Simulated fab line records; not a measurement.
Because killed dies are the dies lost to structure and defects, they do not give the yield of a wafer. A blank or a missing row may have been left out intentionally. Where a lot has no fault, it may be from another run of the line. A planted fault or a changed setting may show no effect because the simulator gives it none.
What tool caused it? :: flow berkeley_cmos170 :: 72 wafers from 24 lots sampled at 6 of the route's 331 steps

== WHAT EACH GAUGE READ, for each wafer ==
UCB170_ACTIVE_THK_MEAS_06. Usual: ACTIVE_NITRIDE_THK gives 220.1 nm (standard deviation 1.8).
lot: L076
measured: day 4 23:35
on: film_metro-03
ACTIVE_NITRIDE_THK (nm): 219.8 220.3 221.7
flag: 

lot: L075
measured: day 4 23:36
on: film_metro-01
ACTIVE_NITRIDE_THK (nm): 218.2 220.4 217.3
flag: 

lot: L074
measured: day 4 23:39
on: film_metro-01
ACTIVE_NITRIDE_THK (nm): 223.6 223.6 222.6
flag: 

lot: L077
measured: day 5 09:08
on: film_metro-03
ACTIVE_NITRIDE_THK (nm): 219.6 219.0 217.7
flag: 

lot: L078
measured: day 5 09:08
on: film_metro-04
ACTIVE_NITRIDE_THK (nm): 221.6 223.2 220.2
flag: 

lot: L079
measured: day 5 23:25
on: film_metro-04
ACTIVE_NITRIDE_THK (nm): 220.0 221.1 219.7
flag: 

lot: L080
measured: day 5 23:26
on: film_metro-03
ACTIVE_NITRIDE_THK (nm): 218.9 219.3 219.0
flag: 

lot: L081
measured: day 6 09:17
on: film_metro-04
ACTIVE_NITRIDE_THK (nm): 219.0 219.0 219.8
flag: 

lot: L082
measured: day 6 16:50
on: film_metro-03
ACTIVE_NITRIDE_THK (nm): 218.6 218.8 219.0
flag: 

lot: L083
measured: day 6 23:31
on: film_metro-04
ACTIVE_NITRIDE_THK (nm): 218.9 217.5 218.6
flag: 

lot: L084
measured: day 6 23:31
on: film_metro-01
ACTIVE_NITRIDE_THK (nm): 217.0 218.5 218.5
flag: 

lot: L085
measured: day 7 07:16
on: film_metro-03
ACTIVE_NITRIDE_THK (nm): 219.4 219.5 218.6
flag: 

lot: L086
measured: day 7 07:18
on: film_metro-01
ACTIVE_NITRIDE_THK (nm): 216.3 216.8 216.9
flag: 

lot: L088
measured: day 7 18:15
on: film_metro-01
ACTIVE_NITRIDE_THK (nm): 218.1 219.4 218.8
flag: 

lot: L087
measured: day 8 01:22
on: film_metro-04
ACTIVE_NITRIDE_THK (nm): 217.4 218.4 217.3
flag: 

lot: L089
measured: day 8 01:23
on: film_metro-01
ACTIVE_NITRIDE_THK (nm): 221.1 219.8 220.3
flag: 

lot: L090
measured: day 8 09:25
on: film_metro-03
ACTIVE_NITRIDE_THK (nm): 223.2 220.9 222.7
flag: 

lot: L091
measured: day 8 18:46
on: film_metro-01
ACTIVE_NITRIDE_THK (nm): 222.4 223.7 221.5
flag: 

lot: L092
measured: day 8 18:46
on: film_metro-03
ACTIVE_NITRIDE_THK (nm): 220.6 222.5 221.8
flag: 

lot: L093
measured: day 9 05:26
on: film_metro-03
ACTIVE_NITRIDE_THK (nm): 221.1 222.0 220.8
flag: 

lot: L094
measured: day 9 05:26
on: film_metro-04
ACTIVE_NITRIDE_THK (nm): 222.7 220.4 220.9
flag: 

lot: L095
measured: day 9 05:26
on: film_metro-01
ACTIVE_NITRIDE_THK (nm): 219.1 221.0 220.8
flag: 

lot: L096
measured: day 9 05:30
on: film_metro-03
ACTIVE_NITRIDE_THK (nm): 221.4 221.5 222.8
flag: 

lot: L097
measured: day 10 06:33
on: film_metro-04
ACTIVE_NITRIDE_THK (nm): 217.9 220.4 220.0
flag: 

UCB170_ACTIVE_CD_MEAS_13: target cd 1200 nm. Usual: cd_nm at 1200.2 nm, with a standard deviation of 1.4.
lot: L076
measured: day 5 01:17
on: cd_sem-02
cd_nm (nm): 1198.4 1199.5 1199.1
flag: 

lot: L075
measured: day 5 00:47
on: cd_sem-02
cd_nm (nm): 1199.3 1199.4 1199.2
flag: 

lot: L074
measured: day 5 01:24
on: cd_sem-02
cd_nm (nm): 1198.9 1200.3 1199.3
flag: 

lot: L077
measured: day 5 11:14
on: cd_sem-02
cd_nm (nm): 1200.9 1201.4 1200.4
flag: 

lot: L078
measured: day 5 10:59
on: cd_sem-02
cd_nm (nm): 1200.6 1201.5 1200.3
flag: 

lot: L079
measured: day 6 00:42
on: cd_sem-01
cd_nm (nm): 1201.3 1200.9 1200.3
flag: 

lot: L080
measured: day 6 01:01
on: cd_sem-02
cd_nm (nm): 1201.9 1202.5 1202.8
flag: 

lot: L081
measured: day 6 10:12
on: cd_sem-01
cd_nm (nm): 1200.7 1199.2 1201.5
flag: 

lot: L082
measured: day 6 18:13
on: cd_sem-01
cd_nm (nm): 1201.9 1201.0 1200.1
flag: 

lot: L083
measured: day 7 00:33
on: cd_sem-01
cd_nm (nm): 1202.9 1201.1 1201.1
flag: 

lot: L084
measured: day 7 00:42
on: cd_sem-02
cd_nm (nm): 1200.6 1198.2 1199.0
flag: 

lot: L085
measured: day 7 08:36
on: cd_sem-02
cd_nm (nm): 1201.2 1201.1 1200.0
flag: 

lot: L086
measured: day 7 08:58
on: cd_sem-01
cd_nm (nm): 1200.6 1201.0 1200.5
flag: 

lot: L088
measured: day 7 19:20
on: cd_sem-01
cd_nm (nm): 1200.1 1200.5 1200.0
flag: 

lot: L087
measured: day 8 03:09
on: cd_sem-01
cd_nm (nm): 1198.6 1198.5 1198.3
flag: 

lot: L089
measured: day 8 02:55
on: cd_sem-02
cd_nm (nm): 1198.9 1198.1 1199.2
flag: 

lot: L090
measured: day 8 10:48
on: cd_sem-02
cd_nm (nm): 1199.6 1201.8 1200.4
flag: 

lot: L091
measured: day 8 20:08
on: cd_sem-02
cd_nm (nm): 1201.0 1200.4 1201.5
flag: 

lot: L092
measured: day 8 19:53
on: cd_sem-01
cd_nm (nm): 1201.6 1201.8 1201.3
flag: 

lot: L093
measured: day 9 06:38
on: cd_sem-02
cd_nm (nm): 1198.2 1199.0 1198.7
flag: 

lot: L094
measured: day 9 06:57
on: cd_sem-02
cd_nm (nm): 1201.7 1201.7 1202.8
flag: 

lot: L095
measured: day 9 06:44
on: cd_sem-01
cd_nm (nm): 1197.6 1195.4 1197.3
flag: 

lot: L096
measured: day 9 07:15
on: cd_sem-01
cd_nm (nm): 1200.6 1199.5 1198.8
flag: 

lot: L097
measured: day 10 07:39
on: cd_sem-01
cd_nm (nm): 1197.9 1200.6 1200.6
flag: 

UCB170_CONTACT_CD_MEAS_90: target cd 700 nm. Usual: cd_nm at 700.1 nm, with a standard deviation of 1.7.
lot: L076
measured: day 8 11:34
on: cd_sem-02
cd_nm (nm): 698.9 697.6 698.6
flag: 

lot: L075
measured: day 8 11:28
on: cd_sem-01
cd_nm (nm): 698.0 699.4 700.1
flag: 

lot: L074
measured: day 8 10:29
on: cd_sem-02
cd_nm (nm): 701.6 701.0 702.1
flag: 

lot: L077
measured: day 9 02:22
on: cd_sem-01
cd_nm (nm): 701.9 701.2 701.2
flag: 

lot: L078
measured: day 9 03:07
on: cd_sem-01
cd_nm (nm): 697.1 699.1 699.4
flag: 

lot: L079
measured: day 9 11:48
on: cd_sem-02
cd_nm (nm): 700.1 698.4 700.4
flag: 

lot: L080
measured: day 9 11:22
on: cd_sem-02
cd_nm (nm): 698.5 699.4 698.2
flag: 

lot: L081
measured: day 9 22:07
on: cd_sem-02
cd_nm (nm): 701.2 701.2 702.7
flag: 

lot: L082
measured: day 10 12:10
on: cd_sem-01
cd_nm (nm): 699.0 700.3 699.5
flag: 

lot: L083
measured: day 10 20:56
on: cd_sem-01
cd_nm (nm): 700.1 700.3 700.0
flag: 

lot: L084
measured: day 10 21:19
on: cd_sem-02
cd_nm (nm): 695.9 698.9 697.6
flag: 

lot: L085
measured: day 10 18:49
on: cd_sem-01
cd_nm (nm): 698.3 700.6 700.8
flag: 

lot: L086
measured: day 10 21:10
on: cd_sem-01
cd_nm (nm): 700.3 700.1 700.1
flag: 

lot: L088
measured: day 11 08:19
on: cd_sem-02
cd_nm (nm): 701.9 700.2 701.6
flag: 

lot: L087
measured: day 11 20:05
on: cd_sem-01
cd_nm (nm): 701.1 702.5 701.5
flag: 

lot: L089
measured: day 12 00:50
on: cd_sem-01
cd_nm (nm): 700.0 698.3 699.4
flag: 

lot: L090
measured: day 12 00:07
on: cd_sem-01
cd_nm (nm): 701.1 702.1 700.1
flag: 

lot: L091
measured: day 12 00:35
on: cd_sem-01
cd_nm (nm): 700.3 698.5 699.7
flag: 

lot: L092
measured: day 12 00:28
on: cd_sem-01
cd_nm (nm): 701.7 702.1 702.4
flag: 

lot: L093
measured: day 13 03:43
on: cd_sem-02
cd_nm (nm): 698.8 699.1 697.9
flag: 

lot: L094
measured: day 13 05:54
on: cd_sem-02
cd_nm (nm): 698.0 700.2 699.6
flag: 

lot: L095
measured: day 13 06:11
on: cd_sem-02
cd_nm (nm): 701.2 700.4 701.4
flag: 

lot: L096
measured: day 13 04:01
on: cd_sem-01
cd_nm (nm): 702.4 703.9 702.8
flag: 

lot: L097
measured: day 14 07:19
on: cd_sem-02
cd_nm (nm): 700.1 699.5 700.6
flag: 

UCB170_M3_OVL_MEAS_16. Usual: M3_OVL gives 1 nm (standard deviation 4.4).
lot: L076
measured: day 9 01:52
on: overlay-02
M3_OVL (nm): -3 4 -3
flag: 

lot: L075
measured: day 9 01:31
on: overlay-01
M3_OVL (nm): 7 7 2
flag: 

lot: L074
measured: day 8 23:47
on: overlay-01
M3_OVL (nm): 7 4 -1
flag: 

lot: L077
measured: day 9 15:33
on: overlay-01
M3_OVL (nm): 10 17 13
flag: 

lot: L078
measured: day 9 18:40
on: overlay-01
M3_OVL (nm): 5 1 0
flag: 

lot: L079
measured: day 10 02:30
on: overlay-02
M3_OVL (nm): 9 1 7
flag: 

lot: L080
measured: day 10 01:17
on: overlay-01
M3_OVL (nm): 4 2 -2
flag: 

lot: L081
measured: day 10 13:32
on: overlay-02
M3_OVL (nm): 4 3 -3
flag: 

lot: L082
measured: day 11 03:04
on: overlay-01
M3_OVL (nm): 4 -4 -1
flag: 

lot: L083
measured: day 11 12:23
on: overlay-02
M3_OVL (nm): 2 -5 2
flag: 

lot: L084
measured: day 11 13:40
on: overlay-01
M3_OVL (nm): 3 0 -2
flag: 

lot: L085
measured: day 11 12:07
on: overlay-02
M3_OVL (nm): 4 4 5
flag: 

lot: L086
measured: day 11 13:24
on: overlay-01
M3_OVL (nm): 2 2 4
flag: 

lot: L088
measured: day 11 23:44
on: overlay-02
M3_OVL (nm): -4 -7 3
flag: 

lot: L087
measured: day 12 13:06
on: overlay-02
M3_OVL (nm): 3 2 -1
flag: 

lot: L089
measured: day 12 20:20
on: overlay-02
M3_OVL (nm): 1 -3 4
flag: 

lot: L090
measured: day 12 16:14
on: overlay-02
M3_OVL (nm): 1 -3 0
flag: 

lot: L091
measured: day 12 20:03
on: overlay-02
M3_OVL (nm): 3 0 2
flag: 

lot: L092
measured: day 12 18:56
on: overlay-02
M3_OVL (nm): 1 5 4
flag: 

lot: L093
measured: day 13 20:20
on: overlay-02
M3_OVL (nm): 3 2 0
flag: 

lot: L094
measured: day 13 23:02
on: overlay-01
M3_OVL (nm): 0 3 -8
flag: 

lot: L095
measured: day 13 23:46
on: overlay-01
M3_OVL (nm): -3 -1 6
flag: 

lot: L096
measured: day 13 20:32
on: overlay-02
M3_OVL (nm): -7 0 -3
flag: 

lot: L097
measured: day 15 01:36
on: overlay-01
M3_OVL (nm): 3 3 -1
flag: 

== EACH LOT AND THE TOOL THAT RAN IT (in order: tool; ch and the chambers of the sampled wafers; start) ==
lot: L076
UCB170_V1_ETCH_14: rie_diel-04 ch 1,2, day 8 17:55
UCB170_M2_ETCH_17: rie_diel-02 ch 0,1, day 8 20:49

lot: L075
UCB170_V1_ETCH_14: rie_diel-01 ch 0,1,2, day 8 17:45
UCB170_M2_ETCH_17: rie_diel-04 ch 0,1,3, day 8 20:32

lot: L074
UCB170_V1_ETCH_14: rie_diel-02 ch 0,2,3, day 8 15:58
UCB170_M2_ETCH_17: rie_diel-02 ch 1,3, day 8 18:52

lot: L077
UCB170_V1_ETCH_14: rie_diel-04 ch 1,2,3, day 9 07:38
UCB170_M2_ETCH_17: rie_diel-04 ch 0,3, day 9 10:13

lot: L078
UCB170_V1_ETCH_14: rie_diel-02 ch 1,2, day 9 08:50
UCB170_M2_ETCH_17: rie_diel-02 ch 0,1,2, day 9 11:17

lot: L079
UCB170_V1_ETCH_14: rie_diel-01 ch 0,2, day 9 18:20
UCB170_M2_ETCH_17: rie_diel-02 ch 0,1,2, day 9 20:47

lot: L080
UCB170_V1_ETCH_14: rie_diel-02 ch 0,2,3, day 9 17:07
UCB170_M2_ETCH_17: rie_diel-04 ch 1,2,3, day 9 19:34

lot: L081
UCB170_V1_ETCH_14: rie_diel-04 ch 1,3, day 10 05:01
UCB170_M2_ETCH_17: rie_diel-03 ch 2,3, day 10 07:28

lot: L082
UCB170_V1_ETCH_14: rie_diel-01 ch 0,2,3, day 10 17:35
UCB170_M2_ETCH_17: rie_diel-02 ch 0,1,3, day 10 20:24

lot: L083
UCB170_V1_ETCH_14: rie_diel-01 ch 1,2,3, day 11 03:22
UCB170_M2_ETCH_17: rie_diel-02 ch 0,2,3, day 11 06:10

lot: L084
UCB170_V1_ETCH_14: rie_diel-04 ch 0,1,3, day 11 04:23
UCB170_M2_ETCH_17: rie_diel-02 ch 0,3, day 11 07:31

lot: L085
UCB170_V1_ETCH_14: rie_diel-01 ch 2,3, day 11 01:06
UCB170_M2_ETCH_17: rie_diel-03 ch 1,2, day 11 05:40

lot: L086
UCB170_V1_ETCH_14: rie_diel-02 ch 0,1,3, day 11 04:08
UCB170_M2_ETCH_17: rie_diel-03 ch 0,1,3, day 11 07:13

lot: L088
UCB170_V1_ETCH_14: rie_diel-04 ch 1,2,3, day 11 14:29
UCB170_M2_ETCH_17: rie_diel-02 ch 0,3, day 11 17:03

lot: L087
UCB170_V1_ETCH_14: rie_diel-01 ch 0,1,3, day 12 04:09
UCB170_M2_ETCH_17: rie_diel-03 ch 0,1,3, day 12 06:48

lot: L089
UCB170_V1_ETCH_14: rie_diel-01 ch 2,3, day 12 07:46
UCB170_M2_ETCH_17: rie_diel-02 ch 0,1,3, day 12 11:54

lot: L090
UCB170_V1_ETCH_14: rie_diel-02 ch 0,1, day 12 05:31
UCB170_M2_ETCH_17: rie_diel-03 ch 1,2,3, day 12 08:43

lot: L091
UCB170_V1_ETCH_14: rie_diel-02 ch 0,2,3, day 12 08:00
UCB170_M2_ETCH_17: rie_diel-03 ch 1,2,3, day 12 12:10

lot: L092
UCB170_V1_ETCH_14: rie_diel-01 ch 0,2,3, day 12 07:17
UCB170_M2_ETCH_17: rie_diel-04 ch 0,2,3, day 12 11:47

lot: L093
UCB170_V1_ETCH_14: rie_diel-04 ch 1,2,3, day 13 09:32
UCB170_M2_ETCH_17: rie_diel-03 ch 0,1,3, day 13 13:32

lot: L094
UCB170_V1_ETCH_14: rie_diel-04 ch 0,1,3, day 13 13:43
UCB170_M2_ETCH_17: rie_diel-02 ch 1,3, day 13 16:44

lot: L095
UCB170_V1_ETCH_14: rie_diel-01 ch 0,1, day 13 14:08
UCB170_M2_ETCH_17: rie_diel-03 ch 1,2,3, day 13 17:01

lot: L096
UCB170_V1_ETCH_14: rie_diel-02 ch 0,3, day 13 10:44
UCB170_M2_ETCH_17: rie_diel-02 ch 0,3, day 13 13:52

lot: L097
UCB170_V1_ETCH_14: rie_diel-02 ch 0,1, day 14 13:45
UCB170_M2_ETCH_17: rie_diel-03 ch 0,2,3, day 14 16:45
- UCB170_V1_ETCH_14: etches SiO2 in CHF3/CF4/Ar, stops on Al, target depth 1250 nm, time 291 s.
- UCB170_M2_ETCH_17: etches BARC in N2/H2.

== AS READ BY THE TOOLS THEMSELVES (means over the sampled wafers that have a number; for cases with no such wafer, the mark the record gives instead) ==
UCB170_V1_ETCH_14. Usual: cf4_flow_sccm 15.00 sccm, standard deviation 0.044; drypump_motor_current_A 5.6 A, standard deviation 0.5; oes_product_au 0.868 a.u., standard deviation 0.012; throttle_valve_pct 6.98 %, standard deviation 0.12.
lot: L076
tool: rie_diel-04
cf4_flow_sccm (sccm): 15.03
drypump_motor_current_A (A): 5.7
oes_product_au (a.u.): 0.872
throttle_valve_pct (%): 6.92
flag: 

lot: L075
tool: rie_diel-01
cf4_flow_sccm (sccm): 14.98
drypump_motor_current_A (A): 5.2
oes_product_au (a.u.): 0.867
throttle_valve_pct (%): 6.92
flag: 

lot: L074
tool: rie_diel-02
cf4_flow_sccm (sccm): 14.97
drypump_motor_current_A (A): 6.2
oes_product_au (a.u.): 0.873
throttle_valve_pct (%): 6.96
flag: 

lot: L077
tool: rie_diel-04
cf4_flow_sccm (sccm): 15.04
drypump_motor_current_A (A): 5.5
oes_product_au (a.u.): 0.864
throttle_valve_pct (%): 7.03
flag: 

lot: L078
tool: rie_diel-02
cf4_flow_sccm (sccm): 15.01
drypump_motor_current_A (A): 5.5
oes_product_au (a.u.): 0.868
throttle_valve_pct (%): 7.01
flag: 

lot: L079
tool: rie_diel-01
cf4_flow_sccm (sccm): 15.00
drypump_motor_current_A (A): 5.0
oes_product_au (a.u.): 0.881
throttle_valve_pct (%): 7.00
flag: 

lot: L080
tool: rie_diel-02
cf4_flow_sccm (sccm): 15.02
drypump_motor_current_A (A): 6.2
oes_product_au (a.u.): 0.876
throttle_valve_pct (%): 6.97
flag: 

lot: L081
tool: rie_diel-04
cf4_flow_sccm (sccm): 14.97
drypump_motor_current_A (A): 5.4
oes_product_au (a.u.): 0.855
throttle_valve_pct (%): 7.12
flag: 

lot: L082
tool: rie_diel-01
cf4_flow_sccm (sccm): 15.01
drypump_motor_current_A (A): 5.2
oes_product_au (a.u.): 0.863
throttle_valve_pct (%): 7.00
flag: 

lot: L083
tool: rie_diel-01
cf4_flow_sccm (sccm): 14.97
drypump_motor_current_A (A): 5.4
oes_product_au (a.u.): 0.859
throttle_valve_pct (%): 7.03
flag: 

lot: L084
tool: rie_diel-04
cf4_flow_sccm (sccm): 14.98
drypump_motor_current_A (A): 5.7
oes_product_au (a.u.): 0.865
throttle_valve_pct (%): 7.09
flag: 

lot: L085
tool: rie_diel-01
cf4_flow_sccm (sccm): 15.01
drypump_motor_current_A (A): 5.3
oes_product_au (a.u.): 0.858
throttle_valve_pct (%): 7.12
flag: 

lot: L086
tool: rie_diel-02
cf4_flow_sccm (sccm): 15.00
drypump_motor_current_A (A): 6.1
oes_product_au (a.u.): 0.876
throttle_valve_pct (%): 6.95
flag: 

lot: L088
tool: rie_diel-04
cf4_flow_sccm (sccm): 15.01
drypump_motor_current_A (A): 5.5
oes_product_au (a.u.): 0.869
throttle_valve_pct (%): 7.02
flag: 

lot: L087
tool: rie_diel-01
cf4_flow_sccm (sccm): 14.95
drypump_motor_current_A (A): 5.4
oes_product_au (a.u.): 0.859
throttle_valve_pct (%): 6.93
flag: 

lot: L089
tool: rie_diel-01
cf4_flow_sccm (sccm): 14.95
drypump_motor_current_A (A): 5.3
oes_product_au (a.u.): 0.861
throttle_valve_pct (%): 7.11
flag: 

lot: L090
tool: rie_diel-02
cf4_flow_sccm (sccm): 14.99
drypump_motor_current_A (A): 6.3
oes_product_au (a.u.): 0.881
throttle_valve_pct (%): 7.00
flag: 

lot: L091
tool: rie_diel-02
cf4_flow_sccm (sccm): 15.00
drypump_motor_current_A (A): 6.2
oes_product_au (a.u.): 0.874
throttle_valve_pct (%): 6.98
flag: 

lot: L092
tool: rie_diel-01
cf4_flow_sccm (sccm): 15.03
drypump_motor_current_A (A): 5.1
oes_product_au (a.u.): 0.870
throttle_valve_pct (%): 7.00
flag: 

lot: L093
tool: rie_diel-04
cf4_flow_sccm (sccm): 15.02
drypump_motor_current_A (A): 5.5
oes_product_au (a.u.): 0.866
throttle_valve_pct (%): 7.03
flag: 

lot: L094
tool: rie_diel-04
cf4_flow_sccm (sccm): 15.04
drypump_motor_current_A (A): 5.7
oes_product_au (a.u.): 0.863
throttle_valve_pct (%): 7.08
flag: 

lot: L095
tool: rie_diel-01
cf4_flow_sccm (sccm): 15.01
drypump_motor_current_A (A): 5.3
oes_product_au (a.u.): 0.863
throttle_valve_pct (%): 6.81
flag: 

lot: L096
tool: rie_diel-02
cf4_flow_sccm (sccm): 14.99
drypump_motor_current_A (A): 6.3
oes_product_au (a.u.): 0.874
throttle_valve_pct (%): 6.91
flag: 

lot: L097
tool: rie_diel-02
cf4_flow_sccm (sccm): 14.98
drypump_motor_current_A (A): 5.9
oes_product_au (a.u.): 0.879
throttle_valve_pct (%): 7.01
flag: 

UCB170_M2_ETCH_17. Usual: drypump_motor_current_A 6.0 A, standard deviation 0.46; oes_product_au 0.999 a.u., standard deviation 0.018; throttle_valve_pct 13.29 %, standard deviation 0.16.
lot: L076
tool: rie_diel-02
drypump_motor_current_A (A): 5.8
oes_product_au (a.u.): 0.989
throttle_valve_pct (%): 13.42
flag: 

lot: L075
tool: rie_diel-04
drypump_motor_current_A (A): 5.7
oes_product_au (a.u.): 0.981
throttle_valve_pct (%): 13.50
flag: 

lot: L074
tool: rie_diel-02
drypump_motor_current_A (A): 5.8
oes_product_au (a.u.): 0.995
throttle_valve_pct (%): 13.19
flag: 

lot: L077
tool: rie_diel-04
drypump_motor_current_A (A): 5.7
oes_product_au (a.u.): 0.963
throttle_valve_pct (%): 13.49
flag: 

lot: L078
tool: rie_diel-02
drypump_motor_current_A (A): 6.0
oes_product_au (a.u.): 1.006
throttle_valve_pct (%): 13.41
flag: 

lot: L079
tool: rie_diel-02
drypump_motor_current_A (A): 5.9
oes_product_au (a.u.): 0.991
throttle_valve_pct (%): 13.41
flag: 

lot: L080
tool: rie_diel-04
drypump_motor_current_A (A): 5.5
oes_product_au (a.u.): 0.972
throttle_valve_pct (%): 13.44
flag: 

lot: L081
tool: rie_diel-03
drypump_motor_current_A (A): 6.1
oes_product_au (a.u.): 1.013
throttle_valve_pct (%): 13.28
flag: 

lot: L082
tool: rie_diel-02
drypump_motor_current_A (A): 6.1
oes_product_au (a.u.): 0.994
throttle_valve_pct (%): 13.29
flag: 

lot: L083
tool: rie_diel-02
drypump_motor_current_A (A): 6.2
oes_product_au (a.u.): 1.005
throttle_valve_pct (%): 13.25
flag: 

lot: L084
tool: rie_diel-02
drypump_motor_current_A (A): 6.5
oes_product_au (a.u.): 1.006
throttle_valve_pct (%): 13.23
flag: 

lot: L085
tool: rie_diel-03
drypump_motor_current_A (A): 6.5
oes_product_au (a.u.): 1.016
throttle_valve_pct (%): 13.19
flag: 

lot: L086
tool: rie_diel-03
drypump_motor_current_A (A): 6.2
oes_product_au (a.u.): 1.008
throttle_valve_pct (%): 13.19
flag: 

lot: L088
tool: rie_diel-02
drypump_motor_current_A (A): 6.5
oes_product_au (a.u.): 1.008
throttle_valve_pct (%): 13.24
flag: 

lot: L087
tool: rie_diel-03
drypump_motor_current_A (A): 6.2
oes_product_au (a.u.): 1.016
throttle_valve_pct (%): 13.19
flag: 

lot: L089
tool: rie_diel-02
drypump_motor_current_A (A): 6.1
oes_product_au (a.u.): 0.999
throttle_valve_pct (%): 13.28
flag: 

lot: L090
tool: rie_diel-03
drypump_motor_current_A (A): 6.3
oes_product_au (a.u.): 1.012
throttle_valve_pct (%): 13.20
flag: 

lot: L091
tool: rie_diel-03
drypump_motor_current_A (A): 6.3
oes_product_au (a.u.): 1.013
throttle_valve_pct (%): 13.20
flag: 

lot: L092
tool: rie_diel-04
drypump_motor_current_A (A): 5.8
oes_product_au (a.u.): 0.981
throttle_valve_pct (%): 13.35
flag: 

lot: L093
tool: rie_diel-03
drypump_motor_current_A (A): 6.2
oes_product_au (a.u.): 1.006
throttle_valve_pct (%): 13.19
flag: 

lot: L094
tool: rie_diel-02
drypump_motor_current_A (A): 5.6
oes_product_au (a.u.): 0.984
throttle_valve_pct (%): 13.33
flag: 

lot: L095
tool: rie_diel-03
drypump_motor_current_A (A): 6.2
oes_product_au (a.u.): 1.011
throttle_valve_pct (%): 13.21
flag: 

lot: L096
tool: rie_diel-02
drypump_motor_current_A (A): 6.3
oes_product_au (a.u.): 1.006
throttle_valve_pct (%): 13.14
flag: 

lot: L097
tool: rie_diel-03
drypump_motor_current_A (A): 5.9
oes_product_au (a.u.): 1.012
throttle_valve_pct (%): 13.26
flag: 

== THE ANSWER, worked out from the rows above alone ==
Rule: lot off if the mean of its wafers having a number is beyond 3 standard deviations from the usual mean. A lot without any number at a reading at which 4 lots or more have one is off too. The other lots that the step has rows for count as sound. After the gauges, taken in route order, come the tools' own readings; for these a lot's mean is taken, as printed above. At the first step where some lot is off, the reading lying furthest off is the one used; lots without a number count as furthest.
No lot is off on any of the readings shown, so nothing can be concluded from this.

== WHAT WAS PUT IN BY THE SIMULATOR ==
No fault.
